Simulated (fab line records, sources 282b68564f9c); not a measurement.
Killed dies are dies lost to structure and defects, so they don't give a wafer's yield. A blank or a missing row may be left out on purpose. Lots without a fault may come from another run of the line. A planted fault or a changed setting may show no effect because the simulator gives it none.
Which tool did it? | flow rit_cmos | 7 lots, 21 wafers sampled, at 3 steps of a route of 202

WHAT THE GAUGES READ, wafer by wafer
RIT_PSD_TW_MEAS_10.
lot  | measured    | on            | PSD_TW
L367 | day 3 11:20 | film_metro-03 | 3453 3463 3452
L369 | day 3 21:22 | film_metro-02 | 3430 3431 3443
L372 | day 4 11:02 | film_metro-03 | 3454 3432 3456
L375 | day 5 03:04 | film_metro-03 | 3351 3355 3358 3352 3354 3323
L377 | day 5 17:58 | film_metro-02 | 3390 3384 3394
L382 | day 6 14:13 | film_metro-01 | 3433 3419 3431
L386 | day 7 10:38 | film_metro-02 | 3447 3438 3429

WHICH TOOL RAN EACH LOT (tool, then ch and the chambers of the sampled wafers, then the start)
lot  | RIT_GATE_STRIP_20                   | RIT_PSD_IMPLANT_08
L367 | plasma_asher-04 ch 0, day 2 21:26   | implanter-03 ch 0, day 3 11:02
L369 | plasma_asher-03 ch 0,1, day 3 08:07 | implanter-02 ch 0, day 3 21:02
L372 | plasma_asher-04 ch 0,1, day 3 21:39 | implanter-02 ch 0, day 4 10:43
L375 | plasma_asher-03 ch 0,1, day 4 14:43 | implanter-02 ch 0, day 5 02:45
L377 | plasma_asher-03 ch 0,1, day 5 04:35 | implanter-02 ch 0, day 5 17:40
L382 | plasma_asher-01 ch 0,1, day 6 01:10 | implanter-04 ch 0, day 6 13:53
L386 | plasma_asher-04 ch 0,1, day 6 22:31 | implanter-03 ch 0, day 7 10:19
- RIT_GATE_STRIP_20: strips in O2, time 180 s.
- RIT_PSD_IMPLANT_08

THE ANSWER, worked out from the rows above alone
Rule: what is usual is taken from the lots themselves. Put in order of their means at a reading, lots are off if they are a third of the lots or fewer, leave a main group of 4 or more, and stand apart from it by a gap of 3 or more times the standard deviation of the main group's means; of several such gaps the widest counts. A main group whose means are all the same, to the digits that the tables above print for the reading, isn't used. A lot without any number at a reading at which 4 lots or more have one is off too. The other lots that the step has rows for count as sound.
Off: L375, L377, at RIT_PSD_TW_MEAS_10 (PSD_TW). The main group: mean 3441, standard deviation 9.9.
A tool fits if, at a process step before that reading, it ran every lot that is off, and no sound lot after the first of them. The gauges at RIT_PSD_TW_MEAS_10 are tried like those tools. Can't be told from this: 2 tools fit, plasma_asher-03 at RIT_GATE_STRIP_20, implanter-02 at RIT_PSD_IMPLANT_08.

WHAT THE SIMULATOR HAD PUT IN
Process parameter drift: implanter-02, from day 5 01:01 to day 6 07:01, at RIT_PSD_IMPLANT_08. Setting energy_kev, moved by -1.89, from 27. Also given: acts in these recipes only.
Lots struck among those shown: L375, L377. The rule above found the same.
